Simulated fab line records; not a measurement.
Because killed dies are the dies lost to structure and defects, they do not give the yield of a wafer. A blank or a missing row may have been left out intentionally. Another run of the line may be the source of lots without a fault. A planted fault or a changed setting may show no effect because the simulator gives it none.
fab line records	flow ritCmos
record lots=7	wafers=21	lastDay=7
route steps=202 shown NSD@139 PSD@142
lots that met no fault: from a run of the same line without faults
startH: start of the lot's first displayed wafer, in hours after the record's first day	waitH: time in hours since the lot's previous step	" unchanged from the row above	L1.1+2: one row covering several wafers at once	- value missing, or start not given	* or withheld: withheld	< > ~ a bound
route shown NAME@n: names a module that has steps shown in the file, with the first one's number in the route	usual: the fault-free wafers' mean and standard deviation	same: alike in all rows	chamber/n: place in a boat	sites: each site's reading	_std_site: standard deviation across them	_edge_site: inner sites' mean taken away from outer sites' mean	radiusMm: for every site, how far away it sits from the centre of the wafer	mask NAME#n: copy n	behind: tool/chamber where the wafer was last shaped	hold: what put the lot on hold/how long, in hours/how the hold closed	device: whichever transistor did not switch (one of n, p or np)	end of line: at the end of the route, the tests of the same wafers	a step with no rows: only its recipe	killed: dies that structure and defects cost at the first sort, which is not the same as the wafer's yield	map: shows each die of a wafer: x if killed, . if not, _ if none is there
set.NAME: the setting as run; set.NAME@STEP: as run at that earlier step	model.NAME: the simulator's own value behind a step, which no gauge read
a table for each step, a row for each wafer; lots at some steps of the route
services: a tool's chamber out of use, with start hour (startH, from the record's first day; less than 0 if before it), hours out, and reason
## steps
# step RIT_NSD_IMPLANT_08
# recipe species=P	energyKev=25.35	doseCm2=1e+15	tiltDeg=7
# step RIT_NSD_STRIP_09
# recipe chemistry=O2	timeS=180	resist=NOVOLAK	platenTempC=withheld	powerW=500	pressureMtorr=4000	o2FlowSccm=4000
# usual chamberPressureMTorr=4000/4.1	drypumpMotorCurrentA=5.6/0.49	o2FlowSccm=4000/13
lot.wafer	tool	chamber	startH	waitH	chamberPressureMTorr	drypumpMotorCurrentA	o2FlowSccm	rfHoursCounterH
L544.2	plasmaAsher-02	0	54.25	0.1	3998	6.3	3982	34
L544.3	"	0	"	"	4000	6.3	4015	-
L544.5	"	1	"	"	3997	4.9	3990	-
L546.2	plasmaAsher-02	0	63.48	0.1	4019	6.3	4002	35
L546.3	"	1	"	"	3997	4.9	4014	-
L546.5	"	1	"	"	3999	4.9	4024	-
L552.1	plasmaAsher-02	1	94.89	0.1	4001	4.8	3989	39
L552.2	"	0	"	"	3996	6.3	4004	39
L552.5	"	0	"	"	3996	6.3	4010	-
L553.2	plasmaAsher-02	1	97.47	0.1	3998	4.9	3990	39
L553.4	"	1	"	"	3995	4.8	4009	-
L553.5	"	1	"	"	4005	4.9	3989	-
L554.1	plasmaAsher-01	0	102.44	0.1	3997	5.7	3984	46
L554.2	"	1	"	"	3995	5.7	4003	46
L554.3	"	1	"	"	4000	5.7	3982	-
L562.3	plasmaAsher-03	1	142.94	0.1	4002	6.0	4009	-
L562.5	"	1	"	"	4004	6.0	4020	-
L562.6	"	0	"	"	4000	5.1	4022	-
L565.2	plasmaAsher-03	1	159.35	0.1	4000	6.0	3989	55
L565.3	"	0	"	"	4004	5.1	3982	-
L565.4	"	1	"	"	4002	6.0	3993	-
# step RIT_NSD_TW_MEAS_10
# usual NSD_TW=3131/15
lot.wafer	tool	chamber	startH	waitH	NSD_TW
L544.2	filmMetro-02	-	54.44	0.1	3145
L544.3	"	-	"	"	3122
L544.5	"	-	"	"	3136
L546.2	filmMetro-02	-	63.66	0.1	3128
L546.3	"	-	"	"	3134
L546.5	"	-	"	"	3124
L552.1	filmMetro-04	-	95.06	0.1	3131
L552.2	"	-	"	"	3131
L552.5	"	-	"	"	3128
L553.2	filmMetro-03	-	97.66	0.1	3104
L553.4	"	-	"	"	3109
L553.5	"	-	"	"	3098
L554.1	filmMetro-04	-	102.62	0.1	3125
L554.2	"	-	"	"	3148
L554.3	"	-	"	"	3134
L562.3	filmMetro-04	-	143.08	0.1	3115
L562.5	"	-	"	"	3112
L562.6	"	-	"	"	3103
L565.2	filmMetro-02	-	159.54	0.1	3156
L565.3	"	-	"	"	3152
L565.4	"	-	"	"	3159
# step RIT_PSD_HMDS_00
# recipe primeTimeS=60	primeTempC=140
# step RIT_PSD_COAT_01
# recipe resist=NOVOLAK	spinRpm=3250	resistThkNm=1000
# step RIT_PSD_SOFTBAKE_02
# recipe resist=NOVOLAK	tempC=90	timeS=60
# step RIT_PSD_EXPOSE_03
# recipe maskId=M10	na=0.57	targetCdNm=40900	doseMj=250
# step RIT_PSD_PEB_04
# recipe resist=NOVOLAK	tempC=withheld	timeS=withheld
# step RIT_PSD_DEVELOP_05
# recipe resist=NOVOLAK	developTimeS=50	devTempC=23
# step RIT_PSD_OVL_MEAS_06
# usual PSD_OVL=0.0/1.5
lot.wafer	tool	chamber	startH	waitH	PSD_OVL[nm]
L544.2	overlay-01	-	55.47	-	-2.6
L544.3	"	-	"	"	-2.5
L544.5	"	-	"	"	-2.0
L546.2	overlay-02	-	64.57	-	3.7
L546.3	"	-	"	"	2.6
L546.5	"	-	"	"	3.0
L552.1	overlay-02	-	96.10	-	1.2
L552.2	"	-	"	"	0.3
L552.5	"	-	"	"	0.1
L553.2	overlay-01	-	98.56	-	-0.4
L553.4	"	-	"	"	0.5
L553.5	"	-	"	"	0.1
L554.1	overlay-01	-	103.53	-	-1.1
L554.2	"	-	"	"	1.8
L554.3	"	-	"	"	-1.6
L562.3	overlay-01	-	144.10	-	-1.3
L562.5	"	-	"	"	-1.9
L562.6	"	-	"	"	-2.4
L565.2	overlay-02	-	160.44	-	0.1
L565.3	"	-	"	"	-0.2
L565.4	"	-	"	"	0.3
# step RIT_PSD_HARDBAKE_07
# recipe resist=NOVOLAK	tempC=140	timeS=60
# step RIT_PSD_IMPLANT_08
# recipe species=BF2	energyKev=27	doseCm2=5.057e+15	tiltDeg=7
# step RIT_PSD_STRIP_09
# recipe chemistry=O2	timeS=180	resist=NOVOLAK	platenTempC=withheld	powerW=500	pressureMtorr=4000	o2FlowSccm=4000
# usual chamberPressureMTorr=4000/3.7	drypumpMotorCurrentA=5.5/0.44	o2FlowSccm=4001/13
lot.wafer	tool	chamber	startH	waitH	chamberPressureMTorr	drypumpMotorCurrentA	o2FlowSccm	rfHoursCounterH	model.NOVOLAK_of_PSD_COAT_01.thkNm
L544.2	plasmaAsher-02	0	55.80	0.1	4007	6.3	4001	34	0
L544.3	"	1	"	"	4001	4.8	3998	-	0
L544.5	"	1	"	"	4005	4.9	3995	-	0
L546.2	plasmaAsher-01	0	64.90	0.1	4000	5.6	3997	44	0
L546.3	"	1	"	"	4007	5.7	3996	-	0
L546.5	"	1	"	"	3996	5.7	4002	-	0
L552.1	plasmaAsher-02	1	96.44	0.1	-	-	-	-	885.6
L552.2	"	0	"	"	-	-	-	-	883.5
L552.5	"	0	"	"	-	-	-	-	880.7
L553.2	plasmaAsher-04	0	98.89	0.1	-	-	-	-	886.9
L553.4	"	0	"	"	-	-	-	-	884.6
L553.5	"	0	"	"	-	-	-	-	884.9
L554.1	plasmaAsher-01	0	103.86	0.1	-	-	-	-	882.1
L554.2	"	1	"	"	-	-	-	-	883.9
L554.3	"	1	"	"	-	-	-	-	880.9
L562.3	plasmaAsher-02	0	144.49	0.1	4004	6.3	4002	-	0
L562.5	"	1	"	"	4004	4.9	4022	-	0
L562.6	"	0	"	"	3999	6.3	4002	-	0
L565.2	plasmaAsher-04	0	160.77	0.1	3998	5.2	4015	42	0
L565.3	"	0	"	"	3997	5.2	3998	-	0
L565.4	"	1	"	"	4003	5.6	4019	-	0
# step RIT_PSD_TW_MEAS_10
# usual PSD_TW=3431/15
lot.wafer	tool	chamber	startH	waitH	PSD_TW
L544.2	filmMetro-04	-	55.98	0.1	3422
L544.3	"	-	"	"	3428
L544.5	"	-	"	"	3413
L546.2	filmMetro-02	-	65.08	0.1	3441
L546.3	"	-	"	"	3431
L546.5	"	-	"	"	3441
L552.1	filmMetro-04	-	96.61	0.1	3445
L552.2	"	-	"	"	3445
L552.5	"	-	"	"	3433
L553.2	filmMetro-04	-	99.08	0.1	3434
L553.4	"	-	"	"	3434
L553.5	"	-	"	"	3441
L554.1	filmMetro-02	-	104.04	0.1	3424
L554.2	"	-	"	"	3419
L554.3	"	-	"	"	3442
L562.3	filmMetro-02	-	144.62	0.1	3460
L562.5	"	-	"	"	3459
L562.6	"	-	"	"	3460
L565.2	filmMetro-04	-	160.96	0.1	3429
L565.3	"	-	"	"	3419
L565.4	"	-	"	"	3425
## services
tool	chamber	startH	hours	kind
plasmaAsher-01	-	31.34	1.6	repair
plasmaAsher-01	-	83.32	14.6	pm
plasmaAsher-02	-	108.75	9.0	pm
plasmaAsher-02	0	108.75	9.0	ventCycle
plasmaAsher-02	1	108.75	9.0	ventCycle
plasmaAsher-02	-	117.75	2.8	pm
plasmaAsher-02	0	117.75	-	clean
plasmaAsher-02	1	117.75	-	clean
## key
firstSign step=RIT_PSD_STRIP_09	reading=toolRecord	direction=missing
effect none on later readings
modelEffect step=RIT_PSD_STRIP_09	value=NOVOLAK_of_PSD_COAT_01.thkNm	without=0	struck=883.7
metAt RIT_PSD_STRIP_09
struckWafers L552.1,L552.2,L552.5,L553.2,L553.4,L553.5,L554.1,L554.2,L554.3
laterRowsLeftOut L552.1,L552.2,L552.5,L553.2,L553.4,L553.5,L554.1,L554.2,L554.3
sortLeftOut L552.1,L552.2,L552.5,L553.2,L553.4,L553.5,L554.1,L554.2,L554.3
testerLeftOut L552,L553,L554
onsetBetween 64.90 96.44
fault kind=skippedStepWhole	tool=plasmaAsher-01,plasmaAsher-02,plasmaAsher-04	chamber=-	onsetH=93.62	steps=RIT_PSD_STRIP_09	scope=struckLotsOnly
# testerLeftOut: of these lots the tester's yield and bins aren't shown, on N5 and GAA mostly nor the transistor test; their killed dies are dies lost to structure and defects alone, not to doping, threshold or leakage, so they don't give the yield
# sortLeftOut: the simulated sort isn't trusted on such a fault, so these wafers' sort isn't shown, and their yield isn't known
# laterRowsLeftOut: the simulator's readings of these wafers behind a module that went badly wrong aren't trusted and aren't shown, but for the sort
